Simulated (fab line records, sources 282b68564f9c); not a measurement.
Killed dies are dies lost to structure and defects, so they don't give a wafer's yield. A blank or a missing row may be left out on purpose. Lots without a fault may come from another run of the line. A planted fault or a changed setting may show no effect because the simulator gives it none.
Which tool did it? | flow rit_cmos | 7 lots, 21 wafers sampled, at 2 steps of a route of 202

WHAT THE GAUGES READ, wafer by wafer
RIT_PLDD_OVL_MEAS_06.
lot  | measured    | on         | PLDD_OVL (nm)
L413 | day 2 22:59 | overlay-01 | -2.0 -0.6 -0.9
L416 | day 3 15:15 | overlay-02 | -3.6 -1.9 -1.8
L421 | day 4 17:59 | overlay-02 | 2.2 2.7 2.2
L425 | day 6 01:01 | overlay-02 | -1.9 -1.7 -2.2
L428 | day 6 14:12 | overlay-02 | -2.2 -3.1 -4.2
L432 | day 7 04:33 | overlay-01 | 2.3 0.8 0.4
L434 | day 7 13:25 | overlay-02 | -1.3 -0.1 0.0

WHICH TOOL RAN EACH LOT (tool, then ch and the chambers of the sampled wafers, then the start)
lot  | RIT_ACTIVE_STRIP_14
L413 | plasma_asher-03 ch 0,1, day 1 19:58
L416 | plasma_asher-03 ch 0,1, day 2 10:59
L421 | plasma_asher-04 ch 0,1, day 3 11:50
L425 | plasma_asher-04 ch 0,1, day 4 07:50
L428 | plasma_asher-04 ch 0,1, day 5 00:19
L432 | plasma_asher-01 ch 0,1, day 5 19:57
L434 | plasma_asher-03 ch 0,1, day 6 06:54
- RIT_ACTIVE_STRIP_14: strips in O2, time 180 s.

THE ANSWER, worked out from the rows above alone
Rule: what is usual is taken from the lots themselves. Put in order of their means at a reading, lots are off if they are a third of the lots or fewer, leave a main group of 4 or more, and stand apart from it by a gap of 3 or more times the standard deviation of the main group's means; of several such gaps the widest counts. A main group whose means are all the same, to the digits that the tables above print for the reading, isn't used. A lot without any number at a reading at which 4 lots or more have one is off too. The other lots that the step has rows for count as sound.
No lot is off at any reading shown: from this, nothing can be told.

WHAT THE SIMULATOR HAD PUT IN
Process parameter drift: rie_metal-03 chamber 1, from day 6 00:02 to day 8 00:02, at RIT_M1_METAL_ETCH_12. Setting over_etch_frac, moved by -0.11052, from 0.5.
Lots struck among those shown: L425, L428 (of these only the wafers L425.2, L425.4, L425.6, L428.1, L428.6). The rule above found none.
